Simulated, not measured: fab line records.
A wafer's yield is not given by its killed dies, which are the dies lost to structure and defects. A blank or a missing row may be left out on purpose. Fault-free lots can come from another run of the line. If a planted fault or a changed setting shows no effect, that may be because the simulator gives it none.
Split-lot trial	flow berkeleyCmos170	5 lots, 23 wafers read, on a route of 331 steps

THE SPLIT ITSELF
At UCB170_M3_PEB_13, the setting pebTempC was moved away from the recipe's 130 C on 8 of the 23 wafers read, by -2.3% to +2.8%. The other wafers ran this setting at the recipe's value.

FROM THE SPLIT TO THE READING: what the file shows between them, 5 steps
- UCB170_M3_DEVELOP_14: develop time 45 s
- UCB170_M3_CD_MEAS_15: target cd 700 nm
- UCB170_M3_ETCH_17: etches BARC in N2/H2
- UCB170_M3_METAL_ETCH_18: etches Al in Cl2/BCl3, stops on SiO2, target depth 1170 nm, time 195 s
- UCB170_M3_STRIP_19: strips in O2

THE READING
Shown in nm: cdNm at UCB170_M3_CD_MEAS_90, with target cd 700 nm. Fault-free wafers of this fab line usually give 702 nm, standard deviation 3.3 nm.

wafer	tool, chamber at the split	pebTempC as run, C	against the recipe	cdNm, nm	against lot-mates on the recipe
L074.1	lithoTrack-01, 0	130	recipe	701	-
L074.2	lithoTrack-01, 0	130	recipe	701	-
L074.3	lithoTrack-01, 0	130	recipe	698	-
L074.5	lithoTrack-01, 0	130	recipe	699	-
L074.6	lithoTrack-01, 0	130	recipe	702	-
L076.2	lithoTrack-01, 0	127	-2.3%	726	+24
L076.3	lithoTrack-01, 0	127	-2.3%	729	+28
L076.4	lithoTrack-01, 0	130	recipe	703	-
L076.5	lithoTrack-01, 0	130	recipe	700	-
L076.6	lithoTrack-01, 0	127	-2.3%	725	+24
L078.1	lithoTrack-04, 0	131.8	+1.4%	692	-10
L078.2	lithoTrack-04, 0	131.8	+1.4%	689	-12
L078.4	lithoTrack-04, 0	130	recipe	704	-
L078.5	lithoTrack-04, 0	131.8	+1.4%	697	-4
L078.6	lithoTrack-04, 0	130	recipe	699	-
L081.1	lithoTrack-02, 0	133.6	+2.8%	680	-23
L081.2	lithoTrack-02, 0	130	recipe	707	-
L081.3	lithoTrack-02, 0	133.6	+2.8%	680	-23
L081.5	lithoTrack-02, 0	130	recipe	699	-
L081.6	lithoTrack-02, 0	130	recipe	703	-
L082.2	lithoTrack-04, 0	130	recipe	704	-
L082.4	lithoTrack-04, 0	130	recipe	703	-
L082.6	lithoTrack-04, 0	130	recipe	702	-

FIT RESULTS
A straight line over all 23 wafers: cdNm changes by -9.01 nm for each +1% of pebTempC; r = -0.97; the points scatter about the line by 3.1 nm.
The same after taking each lot's own level away (the mean of its wafers on the recipe; 23 wafers): -9.22 nm for each +1%; r = -0.97; scatter 2.9 nm.
According to that fit, moving pebTempC by its largest amount changes the reading by 26 nm.
Across the lots, their own levels run from 700.2 to 703.0 nm, a range of 0.8 times the standard deviation given above.
Hence the lot-to-lot level has little effect on the slope; both slopes agree.
Check: -24.7 nm against its lot-mates is what the line predicts for one of the wafers moved furthest among these (+2.8%) when that wafer is left out of the fit. Against them it came out at -23 nm.

FURTHER SPLITS ON THESE WAFERS
Other splits were also applied to these wafers ahead of the reading. Each is held against what the fit with the lots' levels taken away leaves over:
other split on the same wafers	wafers away from the commonest value	r with cdNm (lot level and that fit taken away)
UCB170_M2_EXPOSE_12 doseMj	6	-0.18
UCB170_V2_CVD_00 timeS	7	+0.19

THE WHOLE CHAIN: every reading that the file lists as answering this split, in the file's order
step	what it does	reading	change (the file's fit)	r (the file's)
UCB170_M3_CD_MEAS_15	target cd 700 nm	cdNm	-7.97 nm for each +1% of the setting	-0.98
UCB170_M3_ETCH_17	etches BARC in N2/H2	M3.cdNm (the simulator's own value, which no gauge read)	-7.98 nm for each +1% of the setting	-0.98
UCB170_M3_METAL_ETCH_18	etches Al in Cl2/BCl3, stops on SiO2, target depth 1170 nm, time 195 s	M3.cdNm (the simulator's own value, which no gauge read)	-8.86 nm for each +1% of the setting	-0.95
UCB170_M3_CD_MEAS_90	target cd 700 nm	cdNm	-8.97 nm for each +1% of the setting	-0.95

THE FILE'S OWN FIT
cdNm changes by -8.97 nm for each +1% of pebTempC, r = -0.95.
